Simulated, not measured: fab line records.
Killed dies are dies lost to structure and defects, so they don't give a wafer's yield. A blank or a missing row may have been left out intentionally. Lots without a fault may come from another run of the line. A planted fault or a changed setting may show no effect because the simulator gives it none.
Which tool is to blame? | flow berkeley_cmos170 | 42 wafers from 14 lots sampled at 4 of the route's 331 steps

== WHAT THE GAUGES READ, wafer by wafer ==
UCB170_V1_BOW_MEAS_03.
lot  | measured     | on            | V1_BOW (um)
L957 | day 8 12:50  | film_metro-04 | 30 22 25
L958 | day 8 14:11  | film_metro-01 | 21 23 25
L960 | day 8 23:24  | film_metro-01 | 22 24 19
L962 | day 9 06:34  | film_metro-03 | 30 27 29
L963 | day 10 08:01 | film_metro-01 | 26 19 12
L966 | day 10 09:18 | film_metro-03 | 8 11 13
L964 | day 10 09:20 | film_metro-01 | 12 19 6
L965 | day 10 10:38 | film_metro-04 | 22 12 24
L968 | day 10 18:41 | film_metro-01 | 17 16 5
L967 | day 10 20:01 | film_metro-04 | 16 11 14
L973 | day 12 00:01 | film_metro-04 | 22 18 10
L974 | day 12 02:41 | film_metro-03 | 22 22 23
L976 | day 13 03:59 | film_metro-04 | 18 25 18
L980 | day 14 00:31 | film_metro-03 | 20 23 9

UCB170_M2_CD_MEAS_15 targets a cd of 700 nm.
lot  | measured     | on        | cd_nm (nm)
L957 | day 8 18:08  | cd_sem-02 | 702.9 704.1 702.7
L958 | day 8 18:16  | cd_sem-01 | 696.9 697.2 697.9
L960 | day 9 03:19  | cd_sem-02 | 698.3 699.0 698.5
L962 | day 9 10:20  | cd_sem-02 | 698.7 698.5 699.6
L963 | day 10 15:23 | cd_sem-02 | 701.3 700.0 700.9
L966 | day 10 16:03 | cd_sem-02 | 699.4 700.7 698.5
L964 | day 10 15:37 | cd_sem-01 | 699.8 698.6 698.2
L965 | day 10 15:49 | cd_sem-02 | 700.0 700.6 700.6
L968 | day 11 01:46 | cd_sem-02 | 700.4 700.0 699.4
L967 | day 11 02:14 | cd_sem-02 | 699.6 698.6 698.8
L973 | day 12 06:22 | cd_sem-01 | 699.5 700.4 699.0
L974 | day 12 06:43 | cd_sem-02 | 700.0 699.5 700.0
L976 | day 13 12:43 | cd_sem-01 | 698.3 699.2 699.1
L980 | day 14 07:05 | cd_sem-01 | 701.6 701.0 700.2

UCB170_V2_CD_MEAS_12 targets a cd of 700 nm.
lot  | measured     | on        | cd_nm (nm)
L957 | day 8 20:27  | cd_sem-02 | 698.1 699.1 700.2
L958 | day 8 20:43  | cd_sem-01 | 701.5 700.1 702.6
L960 | day 9 05:56  | cd_sem-02 | 697.5 699.1 699.5
L962 | day 9 12:46  | cd_sem-02 | 701.0 701.5 701.9
L963 | day 10 17:59 | cd_sem-02 | 699.8 700.4 700.4
L966 | day 10 18:41 | cd_sem-01 | 700.5 701.2 699.2
L964 | day 10 18:14 | cd_sem-01 | 699.5 699.7 700.0
L965 | day 10 18:17 | cd_sem-02 | 700.3 699.9 700.3
L968 | day 11 04:46 | cd_sem-01 | 699.7 699.1 698.8
L967 | day 11 04:55 | cd_sem-02 | 700.6 700.8 699.9
L973 | day 12 08:49 | cd_sem-02 | 699.2 699.1 699.7
L974 | day 12 09:13 | cd_sem-02 | 698.6 699.2 699.5
L976 | day 13 15:32 | cd_sem-02 | 701.9 701.4 700.3
L980 | day 14 11:05 | cd_sem-02 | 702.4 702.9 702.5

== WHAT TOOL EACH LOT RAN ON (gives the tool, then ch and the chambers of the sampled wafers, and finally the start) ==
lot  | UCB170_M2_METAL_ETCH_18
L957 | rie_metal-03 ch 0,1, day 8 18:19
L958 | rie_metal-01 ch 0,1, day 8 18:29
L960 | rie_metal-02 ch 0,1, day 9 03:31
L962 | rie_metal-03 ch 0,1, day 9 10:31
L963 | rie_metal-02 ch 0,1, day 10 15:35
L966 | rie_metal-02 ch 0,1, day 10 16:15
L964 | rie_metal-01 ch 0,1, day 10 15:50
L965 | rie_metal-03 ch 0,1, day 10 16:01
L968 | rie_metal-03 ch 0,1, day 11 01:58
L967 | rie_metal-01 ch 0,1, day 11 02:26
L973 | rie_metal-03 ch 1, day 12 06:32
L974 | rie_metal-01 ch 0,1, day 12 06:53
L976 | rie_metal-01 ch 0,1, day 13 12:54
L980 | rie_metal-03 ch 1, day 14 07:17
- UCB170_M2_METAL_ETCH_18: etches Al in Cl2/BCl3, stops on SiO2, target depth 1170 nm, time 195 s.

== WHAT THE TOOLS THEMSELVES READ (means of the sampled wafers that have a number; where no wafer has one, the mark that the record gives instead) ==
UCB170_M2_METAL_ETCH_18.
lot  | tool         | bias_w (W) | drypump_motor_current_A (A) | mfc_cl2_sccm (sccm) | oes_product_au (a.u.) | throttle_valve_pct (%)
L957 | rie_metal-03 | 120.0      | 5.54                        | 90.07               | 0.861                 | 24.43
L958 | rie_metal-01 | 120.0      | 5.86                        | 90.02               | 0.863                 | 24.46
L960 | rie_metal-02 | 119.6      | 5.77                        | 89.91               | 0.867                 | 24.40
L962 | rie_metal-03 | 119.9      | 5.53                        | 90.25               | 0.856                 | 24.43
L963 | rie_metal-02 | 120.1      | 5.77                        | 90.06               | 0.852                 | 24.41
L966 | rie_metal-02 | 119.8      | 5.48                        | 89.95               | 0.856                 | 24.41
L964 | rie_metal-01 | 119.8      | 5.79                        | 90.08               | 0.861                 | 24.52
L965 | rie_metal-03 | 120.1      | 5.62                        | 89.88               | 0.858                 | 24.48
L968 | rie_metal-03 | 119.7      | 5.62                        | 90.13               | 0.860                 | 24.47
L967 | rie_metal-01 | 120.0      | 5.79                        | 90.17               | 0.865                 | 24.51
L973 | rie_metal-03 | 120.5      | 5.44                        | 90.01               | 0.854                 | 24.38
L974 | rie_metal-01 | 131.7      | 5.79                        | 89.93               | 0.863                 | 24.50
L976 | rie_metal-01 | 131.6      | 5.86                        | 90.13               | 0.872                 | 24.46
L980 | rie_metal-03 | 120.3      | 5.44                        | 89.90               | 0.863                 | 24.38

== THE ANSWER, worked out from the rows above alone ==
Rule: usual is defined by the lots themselves. The widest of any qualifying gaps counts: lots, ordered by their means at a reading, are off when they make up no more than a third of the lots, leave a main group of 4 or more, and stand apart from it by 3 or more times the standard deviation of that group's means. The tables above print the reading to a certain number of digits; a main group whose means all agree to those digits is not used. A lot without any number at a reading at which 4 lots or more have one is off too. Where the step has rows for the other lots, those lots are counted as sound. The gauges are gone through in route order, then the tools' own readings, and for those a lot's mean is taken as printed above. At the first step where some lot is off, the reading lying furthest off is the one used; lots without a number count as furthest.
Off, at UCB170_M2_METAL_ETCH_18 on bias_w: L974, L976. Mean 120.0 W and standard deviation 0.24 in the main group.
If a tool, at that step or one of the process steps before it, ran each lot that is off and ran no sound lot following the first of them, it fits. One fits: UCB170_M2_METAL_ETCH_18 on rie_metal-01. Its last sound lot is L967 (day 11 02:26), its first lot that is off L974 (day 12 06:53): a fault that began between those two fits.
On the lots that are off, the tool's own readings at UCB170_M2_METAL_ETCH_18 differ by more than 5 times the standard deviation of the sound lots' means, which bears it out; bias_w reads 131.6 W there versus 120.0 W on the sound lots.

== WHAT WAS PUT IN BY THE SIMULATOR ==
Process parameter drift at UCB170_M2_METAL_ETCH_18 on rie_metal-01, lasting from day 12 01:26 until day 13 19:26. Setting bias_w shifted by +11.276 from 120. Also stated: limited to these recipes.
Shown lots that were struck: L974, L976. The rule above found the same.
